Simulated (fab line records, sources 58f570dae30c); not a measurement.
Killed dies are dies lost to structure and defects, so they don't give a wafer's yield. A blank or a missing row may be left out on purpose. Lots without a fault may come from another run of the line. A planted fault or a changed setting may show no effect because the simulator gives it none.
A struck lot beside a sound one | flow berkeley_cmos170 | 32 steps out of a route of 331
Sound: wafers L103.4, L103.5, L103.6. Struck: wafers L118.1, L118.3, L118.4. The cause comes at the end.
At each step with rows: each side's tool, then ch and its chambers, then its first start. Under that, the readings that differ: sound wafers | struck wafers | difference of the means | sigmas: that difference in standard deviations of wafers without a fault.
alike: readings whose means differ by less than 2 such deviations, and words and numbers that are the same on both sides. not compared: withheld readings, readings that some wafer has no value for, bounds like >300 that may hide the same value, and numbers for which the record gives no deviation and whose values overlap.
The two part at a step that has a row with sigmas, a row that says differs or no value, or rows on one side only. Numbers that don't overlap but have no deviation are shown without sigmas and don't part them. A reading that every wafer of one side lacks parts them only if that side has two wafers or more.

first, 6 steps without rows for these wafers: UCB170_V2_HMDS_06 (prime time 60 s); UCB170_V2_COAT_07 (resist thk 900 nm); UCB170_V2_SOFTBAKE_08 (time 60 s); UCB170_V2_EXPOSE_09 (exposes mask VIA2, target cd 700 nm); UCB170_V2_PEB_10; UCB170_V2_DEVELOP_11 (develop time 45 s).
UCB170_V2_CD_MEAS_12: target cd 700 nm.
  sound on cd_sem-01, day 8 17:56; struck on cd_sem-02, day 11 00:42
  alike: cd_nm
UCB170_V2_OVL_MEAS_13:
  sound on overlay-02, day 8 18:01; struck on overlay-02, day 11 00:49
  alike: V2_OVL
UCB170_V2_ETCH_14: etches SiO2 in CHF3/CF4/Ar, stops on Al, target depth 1250 nm, time 291 s.
  sound on rie_diel-01 ch 1,2, day 8 18:02; struck on rie_diel-01 ch 1,2,3, day 11 00:52
  alike: cf4_flow_sccm, drypump_motor_current_A, oes_product_au, rf_fwd_power_W, throttle_valve_pct
  not compared: rf_hours_counter_h
UCB170_V2_STRIP_15: strips in O2.
  sound on plasma_asher-01 ch 0,1, day 8 18:15; struck on plasma_asher-02 ch 0,1, day 11 01:02
  alike: drypump_motor_current_A, oes_product_au, strip_time_to_endpoint_s
  not compared: rf_hours_counter_h
UCB170_V2_CD_MEAS_90: target cd 700 nm.
  sound on cd_sem-01, day 8 18:22; struck on cd_sem-02, day 11 01:08
  alike: cd_nm
then, 1 step without rows for these wafers: UCB170_M3_PRE_CLEAN_00 (preclean etch time 60 s).
UCB170_M3_SPUTTER_01: material Al, target thk 900 nm, time 120 s.
  sound on pvd_sputter-01, day 8 18:30; struck on pvd_sputter-03, day 11 01:35
  alike: throttle_valve_pct
UCB170_M3_RS_MEAS_02: measures by four-point-probe.
  sound on film_metro-03, day 8 18:38; struck on film_metro-03, day 11 01:40
  reading           | sound                | struck               | difference | sigmas
  M3_AL_RS (ohm/sq) | 0.0320 0.0324 0.0318 | 0.0160 0.0159 0.0158 | -0.0162    | -38
UCB170_M3_THK_MEAS_03: measures by xrf.
  sound on film_metro-03, day 8 18:44; struck on film_metro-03, day 11 01:47
  reading        | sound       | struck         | difference | sigmas
  M3_AL_THK (nm) | 913 898 915 | 1792 1799 1811 | +892       | +64
then, 3 steps without rows for these wafers: UCB170_M3_HMDS_04 (prime time 60 s); UCB170_M3_COAT_05 (resist thk 900 nm); UCB170_M3_SOFTBAKE_06 (time 60 s).
UCB170_M3_STRIP_07: strips in O2.
  sound on plasma_asher-02 ch 0,1, day 8 20:22; struck on plasma_asher-04 ch 0,1, day 11 02:17
  alike: drypump_motor_current_A, oes_product_au, strip_time_to_endpoint_s
  not compared: rf_hours_counter_h
then, 7 steps without rows for these wafers: UCB170_M3_STRIP_08 (strips KrF in DMSO, time 600 s); UCB170_M3_COAT_09; UCB170_M3_COAT_10 (resist thk 900 nm); UCB170_M3_SOFTBAKE_11 (time 60 s); UCB170_M3_EXPOSE_12 (exposes mask METAL3, target cd 700 nm); UCB170_M3_PEB_13; UCB170_M3_DEVELOP_14 (develop time 45 s).
UCB170_M3_CD_MEAS_15: target cd 700 nm.
  sound on cd_sem-02, day 8 22:56; struck on cd_sem-01, day 11 05:56
  alike: cd_nm
UCB170_M3_OVL_MEAS_16:
  sound on overlay-01, day 8 23:01; struck on overlay-02, day 11 06:04
  alike: M3_OVL
UCB170_M3_ETCH_17: etches BARC in N2/H2.
  sound on rie_diel-02 ch 0,2,3, day 8 23:04; struck on rie_diel-03 ch 1,2,3, day 11 06:06
  alike: drypump_motor_current_A, oes_product_au, rf_fwd_power_W, throttle_valve_pct
UCB170_M3_METAL_ETCH_18: etches Al in Cl2/BCl3, stops on SiO2, target depth 1170 nm, time 195 s.
  sound on rie_metal-02 ch 0,1, day 8 23:08; struck on rie_metal-03 ch 0,1, day 11 06:08
  reading                        | sound             | struck            | difference | sigmas
  oes_product_au (a.u.)          | 0.835 0.852 0.841 | 1.000 0.995 0.979 | +0.149     | +11
  model.etch.depth_nm (nm)       | 906.6 895.9 910.2 | 1150 1157 1155    | +250       |
  model.M3.feature_depth_nm (nm) | 961.9 955.8 965.7 | 1150 1157 1155    | +193       |
  alike: drypump_motor_current_A, mfc_cl2_sccm, rf_fwd_power_W, throttle_valve_pct
  not compared: rf_hours_counter_h
UCB170_M3_STRIP_19: strips in O2.
  sound on plasma_asher-02 ch 0,1, day 8 23:18; struck on plasma_asher-04 ch 0,1, day 11 06:19
  alike: drypump_motor_current_A, oes_product_au
  not compared: rf_hours_counter_h
UCB170_M3_PROBE_99:
  sound on prober-02, day 8 23:53; struck on prober-02, day 11 06:40
  reading                           | sound | struck | difference | sigmas
  model.etest.antenna_m2.short      | 0     | 1 1 1  | +1         |
  model.etest.antenna_m3.over_limit | 0     | 1 1 1  | +1         |
  model.etest.antenna_m2.over_limit | 0     | 1 1 1  | +1         |
  model.etest.antenna_m3.short      | 0     | 1 1 1  | +1         |

WHERE THEY PART
First at UCB170_M3_RS_MEAS_02; last, within this record, at UCB170_M3_METAL_ETCH_18. Later steps at which nothing parts them and some readings are alike: UCB170_M3_STRIP_19.

WHY: what the simulator had put in
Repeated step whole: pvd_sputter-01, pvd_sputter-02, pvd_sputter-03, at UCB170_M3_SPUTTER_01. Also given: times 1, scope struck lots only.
